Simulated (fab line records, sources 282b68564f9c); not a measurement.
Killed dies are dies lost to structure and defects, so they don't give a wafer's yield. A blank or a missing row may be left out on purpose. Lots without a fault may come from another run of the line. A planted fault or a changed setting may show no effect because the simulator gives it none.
Which tool did it? | flow rit_cmos | 14 lots, 42 wafers sampled, at 3 steps of a route of 202

WHAT THE GAUGES READ, wafer by wafer
RIT_PLDD_TW_MEAS_10. Usual: PLDD_TW 2338, standard deviation 22.
lot  | measured    | on            | PLDD_TW        | flag
L478 | day 3 06:13 | film_metro-04 | 2329 2340 2343 |
L479 | day 3 10:17 | film_metro-01 | 2363 2351 2362 |
L480 | day 3 14:36 | film_metro-02 | 2311 2292 2298 |
L482 | day 4 03:13 | film_metro-01 | 2366 2362 2355 |
L485 | day 4 18:40 | film_metro-04 | 2336 2341 2335 |
L486 | day 4 19:04 | film_metro-04 | 1460 1471 1471 | OFF
L487 | day 5 00:56 | film_metro-01 | 1482 1476 1475 | OFF
L491 | day 5 17:56 | film_metro-01 | 2349 2354 2357 |
L493 | day 6 06:40 | film_metro-01 | 2351 2363 2358 |
L494 | day 6 09:01 | film_metro-02 | 2305 2305 2312 |
L496 | day 6 22:55 | film_metro-04 | 2330 2337 2322 |
L498 | day 7 20:49 | film_metro-02 | 2315 2303 2311 |
L500 | day 7 21:05 | film_metro-01 | 2367 2355 2347 |
L501 | day 8 05:48 | film_metro-04 | 2327 2332 2325 |

RIT_SDANNEAL_RS_MEAS_06: measures by four-point-probe. Usual: PLDD_RS 178.8 ohm/sq, standard deviation 0.48.
lot  | measured    | on            | PLDD_RS (ohm/sq)  | flag
L478 | day 3 12:17 | film_metro-02 | 179.1 178.9 179.1 |
L479 | day 3 16:35 | film_metro-02 | 178.9 178.8 179.0 |
L480 | day 3 20:56 | film_metro-01 | 178.9 179.6 178.8 |
L482 | day 4 09:29 | film_metro-04 | 178.3 178.6 178.4 |
L485 | day 5 01:14 | film_metro-02 | 179.3 179.6 179.0 |
L486 | day 5 01:38 | film_metro-04 | 612.6 614.0 606.5 | OFF
L487 | day 5 07:26 | film_metro-02 | 611.1 604.8 610.9 | OFF
L491 | day 6 00:12 | film_metro-04 | 178.2 178.4 178.4 |
L493 | day 6 12:46 | film_metro-02 | 178.9 179.1 178.6 |
L494 | day 6 15:10 | film_metro-04 | 179.4 179.5 178.7 |
L496 | day 7 07:56 | film_metro-02 | 178.9 178.9 178.9 |
L498 | day 8 04:22 | film_metro-02 | 178.3 178.1 178.2 |
L500 | day 8 04:47 | film_metro-04 | 178.2 178.3 178.1 |
L501 | day 8 12:04 | film_metro-01 | 179.0 179.5 179.5 |

WHICH TOOL RAN EACH LOT (tool, then ch and the chambers of the sampled wafers, then the start)
lot  | RIT_PLDD_IMPLANT_08
L478 | implanter-03 ch 0, day 3 05:54
L479 | implanter-02 ch 0, day 3 09:57
L480 | implanter-01 ch 0, day 3 14:17
L482 | implanter-02 ch 0, day 4 02:54
L485 | implanter-02 ch 0, day 4 18:21
L486 | implanter-01 ch 0, day 4 18:46
L487 | implanter-01 ch 0, day 5 00:39
L491 | implanter-02 ch 0, day 5 17:37
L493 | implanter-03 ch 0, day 6 06:20
L494 | implanter-02 ch 0, day 6 08:44
L496 | implanter-03 ch 0, day 6 22:35
L498 | implanter-02 ch 0, day 7 20:31
L500 | implanter-03 ch 0, day 7 20:49
L501 | implanter-02 ch 0, day 8 05:29
- RIT_PLDD_IMPLANT_08

WHAT THE TOOLS THEMSELVES READ (means of the sampled wafers that have a number; where no wafer has one, the mark that the record gives instead)
RIT_PLDD_IMPLANT_08. Usual: beam_on_s 10.00 s, standard deviation 0.21; dose_ions_cm2 9.002e+14, standard deviation 8.8e+11; end_station_pressure_torr 7.3e-06 Torr, standard deviation 3.5e-07; faraday_current_uA 2821, standard deviation 59.
lot  | tool         | beam_on_s (s) | dose_ions_cm2 | end_station_pressure_torr (Torr) | faraday_current_uA | flag
L478 | implanter-03 | 9.94          | 9.003e+14     | 7.3e-06                          | 2841               |
L479 | implanter-02 | 9.89          | 9.001e+14     | 7.6e-06                          | 2847               |
L480 | implanter-01 | 9.91          | 9.003e+14     | 7.1e-06                          | 2848               |
L482 | implanter-02 | 10.02         | 9.002e+14     | 7.3e-06                          | 2809               |
L485 | implanter-02 | 9.98          | 9.003e+14     | 7.0e-06                          | 2822               |
L486 | implanter-01 | 10.02         | 1.799e+14     | 5.4e-06                          | 566                | OFF
L487 | implanter-01 | 10.10         | 1.795e+14     | 5.4e-06                          | 562                | OFF
L491 | implanter-02 | 10.04         | 9.008e+14     | 7.6e-06                          | 2810               |
L493 | implanter-03 | 9.97          | 9.000e+14     | 7.2e-06                          | 2828               |
L494 | implanter-02 | 10.12         | 9.004e+14     | 7.6e-06                          | 2794               |
L496 | implanter-03 | 9.94          | 9.002e+14     | 7.1e-06                          | 2833               |
L498 | implanter-02 | 9.85          | 9.007e+14     | 7.2e-06                          | 2854               |
L500 | implanter-03 | 10.17         | 9.005e+14     | 7.2e-06                          | 2772               |
L501 | implanter-02 | 10.13         | 8.991e+14     | 7.2e-06                          | 2782               |

THE ANSWER, worked out from the rows above alone
Rule: a lot is off if the mean of its wafers that have a number lies more than 3 standard deviations from the usual mean. A lot without any number at a reading at which 4 lots or more have one is off too. The other lots that the step has rows for count as sound. The gauges are gone through in route order, then the tools' own readings, and for those a lot's mean is taken as printed above. The first step at which some lot is off is used, and at that step the reading that is off furthest; a lot without a number counts as furthest.
Off: L486, L487, at RIT_PLDD_TW_MEAS_10 (PLDD_TW).
A tool fits if, at a process step before that reading, it ran every lot that is off, and no sound lot after the first of them. The gauges at RIT_PLDD_TW_MEAS_10 aren't tried: what is off there is off at RIT_PLDD_IMPLANT_08 too, on other tools, and a gauge's error can't cause that. One fits: implanter-01 at RIT_PLDD_IMPLANT_08. Its last sound lot is L480 (day 3 14:17), its first lot that is off L486 (day 4 18:46): a fault that began between those two fits.
The tool's own readings at RIT_PLDD_IMPLANT_08 bear it out: on the lots that are off they differ by more than 5 times the standard deviation of the sound lots' means. dose_ions_cm2 reads 1.797e+14 there against 9.002e+14 on the sound lots; end_station_pressure_torr reads 5.4e-06 Torr there against 7.3e-06 Torr on the sound lots; faraday_current_uA reads 564 there against 2820 on the sound lots.

WHAT THE SIMULATOR HAD PUT IN
Process parameter drift: implanter-01, from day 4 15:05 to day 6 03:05, at RIT_PLDD_IMPLANT_08. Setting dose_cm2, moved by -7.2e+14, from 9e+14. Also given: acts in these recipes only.
Lots struck among those shown: L486, L487. The rule above found the same.
